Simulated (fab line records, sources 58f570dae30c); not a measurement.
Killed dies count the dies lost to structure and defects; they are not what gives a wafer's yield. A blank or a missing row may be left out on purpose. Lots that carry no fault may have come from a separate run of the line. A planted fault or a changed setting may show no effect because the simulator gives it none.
Code-filled problem report in 8D (eight disciplines) form / flow berkeley-cmos170 / the parts of the form that need people (team, actions taken, sign-off) are left out

1. WHAT IS WRONG
At UCB170_M2_STRIP_19, oes-product-au averages 0.398 a.u. over 3 wafers from 2 lots, while fault-free wafers read 0.540 a.u., standard deviation 0.023. That puts it -6.2 standard deviations away from the usual mean.
The step: strips in O2.
Seen first at day 11 23:04 on plasma-asher-04, wafer L448.4. The record holds 41 wafers of 14 lots with a number at this step. Rule for "out" (also "out of limits"): further than 4 standard deviations from the usual mean. Any other wafer with a number is counted as sound.

2. WHAT IT IS; WHAT IT IS NOT
question=which readings at this step | is=oes-product-au | is not=drypump-motor-current-A
question=which lots | is=L448, L450 | is not=L433, L434, L435, L436, L438, L439, L441, L446, L452, L453, L455, L456
question=which wafers of those lots | is=L448.4, L450.3, L450.6 | is not=L448.3, L450.4
question=read on which tools | is=plasma-asher-03, plasma-asher-04 | is not=plasma-asher-02
question=when | is=from day 11 23:04 | is not=up to then (25 sound wafers); but 13 sound wafers of L450, L452, L453, L455, L456 came after

3. THE SUSPECTS, EACH WITH WHAT RULES IT OUT
Counting: any tool at a process step up to the reading remains a suspect provided it ran every lot that is out. Sound lots after the first of them don't rule it out here, since some wafers of a struck lot are sound.
- rie-metal-03 at UCB170_M2_METAL_ETCH_18 (etches Al in Cl2/BCl3, stops on SiO2, target depth 1170 nm, time 195 s): kept. It processed each lot that is out (first: L448, day 11 22:54); up to then, its last sound lot is L446 (day 11 05:57).
- At UCB170_M2_METAL_ETCH_18 on rie-metal-03, chamber 1 took the sound wafers of the same lots and chamber 0 took the wafers that are out.
After counting, what remains is rie-metal-03 at UCB170_M2_METAL_ETCH_18.

4. THE CAUSE (what the simulator had put in)
rie-metal-03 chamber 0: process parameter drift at UCB170_M2_METAL_ETCH_18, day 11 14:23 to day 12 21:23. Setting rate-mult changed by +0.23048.
After counting, this tool was the only one left.

5. THE CHAIN OF EFFECTS, in route order
Each row: a reading where the mean over the struck wafers with a number is more than 3 standard deviations away from the usual. Scope: only readings with a usual standard deviation given in the record; hours: median across lots of the time from each lot's start at the first step in this table that gives one to its start at this step; sigmas: change in usual standard deviations.
hours=0; step=UCB170_M2_STRIP_19; reading=oes-product-au; usual=0.540 a.u.; on struck wafers=0.398; change=-0.142; sigmas=-6.2
Process steps it contains:
- UCB170_M2_STRIP_19: strips in O2.
At these later measuring or inspecting steps, every struck wafer for which the step has a row has a number for every such reading, and none has moved that far: UCB170_V2_CD_MEAS_12, UCB170_M3_RS_MEAS_02.

6. WHAT WOULD HAVE CAUGHT IT SOONER
First out-of-limits reading in this record: day 11 23:04, which is 9 hours after fault onset at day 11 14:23.
No tool reading at UCB170_M2_METAL_ETCH_18 that has a usual standard deviation in the record was out on any struck wafer, so an alarm limit of 4 standard deviations on those readings would not have fired.
L450, from the lots that are out (2), started UCB170_M2_METAL_ETCH_18 on rie-metal-03 later than day 11 23:04. Holding the tool at that time would have saved it.
